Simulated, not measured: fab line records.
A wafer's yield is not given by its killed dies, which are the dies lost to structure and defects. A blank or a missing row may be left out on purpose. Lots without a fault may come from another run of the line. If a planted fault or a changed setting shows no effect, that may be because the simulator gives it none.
The tool behind it: which one? | flow berkeley-cmos170 | Sampling: 14 lots, 42 wafers, 4 of 331 route steps

## WHAT THE GAUGES READ, wafer by wafer
UCB170_START_BOW_MEAS_00. Usual: INCOMING_BOW 0 um, standard deviation 6.6.
lot  | measured    | on            | INCOMING_BOW (um) | flag
L385 | day 1 10:01 | film-metro-02 | -3 0 1            |
L387 | day 1 20:00 | film-metro-03 | -2 14 -8          |
L388 | day 2 01:00 | film-metro-02 | -1 -4 7           |
L389 | day 2 06:02 | film-metro-04 | -1 1 3            |
L391 | day 2 16:00 | film-metro-04 | 1 2 -1            |
L392 | day 2 21:04 | film-metro-04 | 5 -7 2            |
L394 | day 3 07:07 | film-metro-04 | 5 10 -16          |
L395 | day 3 12:00 | film-metro-03 | 1 10 0            |
L396 | day 3 17:00 | film-metro-04 | -5 -8 -1          |
L397 | day 3 22:04 | film-metro-04 | 3 -12 2           |
L398 | day 4 03:00 | film-metro-03 | -2 -3 4           |
L403 | day 5 04:01 | film-metro-03 | -7 12 -10         |
L405 | day 5 14:00 | film-metro-04 | -3 -6 9           |
L407 | day 6 00:01 | film-metro-03 | -1 0 -7           |

UCB170_PLDD_OVL_MEAS_07. Usual: PLDD_OVL -5 nm, standard deviation 5.6.
lot  | measured     | on         | PLDD_OVL (nm) | flag
L385 | day 7 00:46  | overlay-01 | -2 -9 -3      |
L387 | day 7 22:28  | overlay-01 | -7 -4 -10     |
L388 | day 7 22:27  | overlay-02 | -2 0 4        |
L389 | day 8 17:48  | overlay-01 | -7 -16 -20    |
L391 | day 8 18:02  | overlay-02 | 3 -5 -5       |
L392 | day 8 18:17  | overlay-01 | -3 -9 -9      |
L394 | day 9 18:52  | overlay-01 | 1 1 -2        |
L395 | day 9 19:11  | overlay-02 | -12 -12 -17   |
L396 | day 9 19:26  | overlay-02 | -4 -7 -4      |
L397 | day 10 05:10 | overlay-02 | -10 -6 -9     |
L398 | day 10 05:26 | overlay-01 | -6 -10 -5     |
L403 | day 11 14:34 | overlay-01 | 1 -7 -1       |
L405 | day 11 14:10 | overlay-02 | -9 -10 -1     |
L407 | day 11 17:15 | overlay-01 | 1 -2 3        |

## WHAT TOOL EACH LOT RAN ON (gives the tool, then ch and the chambers of the sampled wafers, and finally the start)
lot  | UCB170_NWELL_ETCH_13              | UCB170_NWELL_STRIP_15
L385 | rie-diel-01 ch 0,3, day 2 08:03   | plasma-asher-01 ch 0,1, day 2 08:18
L387 | rie-diel-01 ch 0,2,3, day 2 22:24 | plasma-asher-02 ch 0,1, day 2 22:39
L388 | rie-diel-03 ch 0,2, day 3 05:13   | plasma-asher-02 ch 0,1, day 3 05:28
L389 | rie-diel-01 ch 0,2,3, day 3 13:21 | plasma-asher-02 ch 0,1, day 3 13:38
L391 | rie-diel-02 ch 1,2,3, day 3 16:04 | plasma-asher-01 ch 0,1, day 3 16:19
L392 | rie-diel-03 ch 0,1,2, day 3 16:18 | plasma-asher-04 ch 0,1, day 3 16:35
L394 | rie-diel-02 ch 0,1,3, day 4 10:22 | plasma-asher-04 ch 0,1, day 4 10:36
L395 | rie-diel-02 ch 0,3, day 4 15:37   | plasma-asher-02 ch 0,1, day 4 15:52
L396 | rie-diel-03 ch 0,1,2, day 4 15:47 | plasma-asher-01 ch 0,1, day 4 16:02
L397 | rie-diel-03 ch 0,1,3, day 5 02:40 | plasma-asher-02 ch 0,1, day 5 02:57
L398 | rie-diel-02 ch 0,3, day 5 08:13   | plasma-asher-02 ch 1, day 5 08:28
L403 | rie-diel-02 ch 0,1, day 6 09:09   | plasma-asher-01 ch 0,1, day 6 09:24
L405 | rie-diel-01 ch 2,3, day 6 16:40   | plasma-asher-04 ch 0,1, day 6 16:55
L407 | rie-diel-01 ch 1,3, day 7 09:38   | plasma-asher-01 ch 0,1, day 7 09:53
- UCB170_NWELL_ETCH_13: etches Si3N4 in CH3F/Ar/O2, stops on SiO2, target depth 246.4 nm, time 154 s.
- UCB170_NWELL_STRIP_15: strips in O2.

## WHAT THE TOOLS THEMSELVES READ (means of the sampled wafers that have a number; where no wafer has one, the mark that the record gives instead)
UCB170_NWELL_ETCH_13. Usual: O2_flow_sccm 6.999 sccm, standard deviation 0.021; drypump-motor-current-A 5.6 A, standard deviation 0.48; oes-product-au 0.943 a.u., standard deviation 0.021; run-length-s 182.3 s, standard deviation 0.43; throttle-valve-pct 8.05 %, standard deviation 0.14.
lot  | tool        | O2_flow_sccm (sccm) | drypump-motor-current-A (A) | oes-product-au (a.u.) | run-length-s (s) | throttle-valve-pct (%) | flag
L385 | rie-diel-01 | 7.002               | 5.5                         | 0.964                 | 182.5            | 8.02                   |
L387 | rie-diel-01 | 6.995               | 5.3                         | 0.942                 | 182.4            | 8.06                   |
L388 | rie-diel-03 | 7.003               | 5.8                         | 0.966                 | 181.9            | 8.14                   |
L389 | rie-diel-01 | 6.998               | 5.3                         | 0.953                 | 182.5            | 8.06                   |
L391 | rie-diel-02 | 6.990               | 5.5                         | 0.944                 | 182.3            | 7.98                   |
L392 | rie-diel-03 | 6.993               | 5.5                         | 0.955                 | 182.2            | 8.11                   |
L394 | rie-diel-02 | 6.982               | 5.4                         | 0.940                 | 182.0            | 8.06                   |
L395 | rie-diel-02 | 6.990               | 5.4                         | 0.920                 | 181.5            | 7.92                   |
L396 | rie-diel-03 | 7.018               | 5.5                         | 0.962                 | 182.2            | 8.11                   |
L397 | rie-diel-03 | 7.005               | 5.9                         | 0.958                 | 182.1            | 8.03                   |
L398 | rie-diel-02 | 6.979               | 5.3                         | 0.923                 | 182.0            | 8.02                   |
L403 | rie-diel-02 | 7.008               | 5.3                         | 0.926                 | 182.1            | 8.18                   |
L405 | rie-diel-01 | 7.006               | 5.3                         | 0.973                 | 144.5            | 8.15                   | OFF
L407 | rie-diel-01 | 6.995               | 6.2                         | 0.942                 | 163.3            | 7.95                   | OFF

UCB170_NWELL_STRIP_15. Usual: drypump-motor-current-A 5.6 A, standard deviation 0.33; oes-product-au 0.721 a.u., standard deviation 0.0039; strip-time-to-endpoint-s 18.00 s, standard deviation 0.1.
lot  | tool            | drypump-motor-current-A (A) | oes-product-au (a.u.) | strip-time-to-endpoint-s (s) | flag
L385 | plasma-asher-01 | 5.6                         | 0.722                 | 18.13                        |
L387 | plasma-asher-02 | 5.8                         | 0.722                 | 17.97                        |
L388 | plasma-asher-02 | 5.8                         | 0.725                 | 17.95                        |
L389 | plasma-asher-02 | 5.8                         | 0.716                 | 18.06                        |
L391 | plasma-asher-01 | 5.5                         | 0.721                 | 18.04                        |
L392 | plasma-asher-04 | 5.7                         | 0.716                 | 17.95                        |
L394 | plasma-asher-04 | 5.4                         | 0.720                 | 17.92                        |
L395 | plasma-asher-02 | 5.8                         | 0.718                 | 17.86                        |
L396 | plasma-asher-01 | 5.6                         | 0.720                 | 17.93                        |
L397 | plasma-asher-02 | 5.8                         | 0.721                 | 17.95                        |
L398 | plasma-asher-02 | 5.7                         | 0.722                 | 17.89                        |
L403 | plasma-asher-01 | 5.5                         | 0.722                 | 17.99                        |
L405 | plasma-asher-04 | 5.7                         | 0.717                 | 18.93                        | OFF
L407 | plasma-asher-01 | 5.6                         | 0.721                 | 18.53                        | OFF

## THE ANSWER, worked out from the rows above alone
Rule: lot off if the mean of its wafers having a number is beyond 3 standard deviations from the usual mean. A lot without any number at a reading at which 4 lots or more have one is off too. All remaining lots with rows at the step are treated as sound. First the gauges in route order, then the tools' own readings, where a lot's mean is used as printed above. At the first step where some lot is off, the reading lying furthest off is the one used; lots without a number count as furthest.
Off, at UCB170_NWELL_ETCH_13 on run-length-s: L405, L407.
A tool fits if, at that step or a process step before it, it ran every lot that is off, and no sound lot after the first of them. One candidate fits, namely rie-diel-01 at UCB170_NWELL_ETCH_13. A fault onset in the window from L389 (day 3 13:21, its last sound lot) to L405 (day 6 16:40, its first lot off) fits.
The tool's own readings at UCB170_NWELL_ETCH_13 bear it out: on the lots that are off they differ by more than 5 times the standard deviation of the sound lots' means. run-length-s reads 153.9 s there against 182.1 s on the sound lots.

## WHAT THE SIMULATOR HAD PUT IN
rie-diel-01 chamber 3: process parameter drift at UCB170_NWELL_ETCH_13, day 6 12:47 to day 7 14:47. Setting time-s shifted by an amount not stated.
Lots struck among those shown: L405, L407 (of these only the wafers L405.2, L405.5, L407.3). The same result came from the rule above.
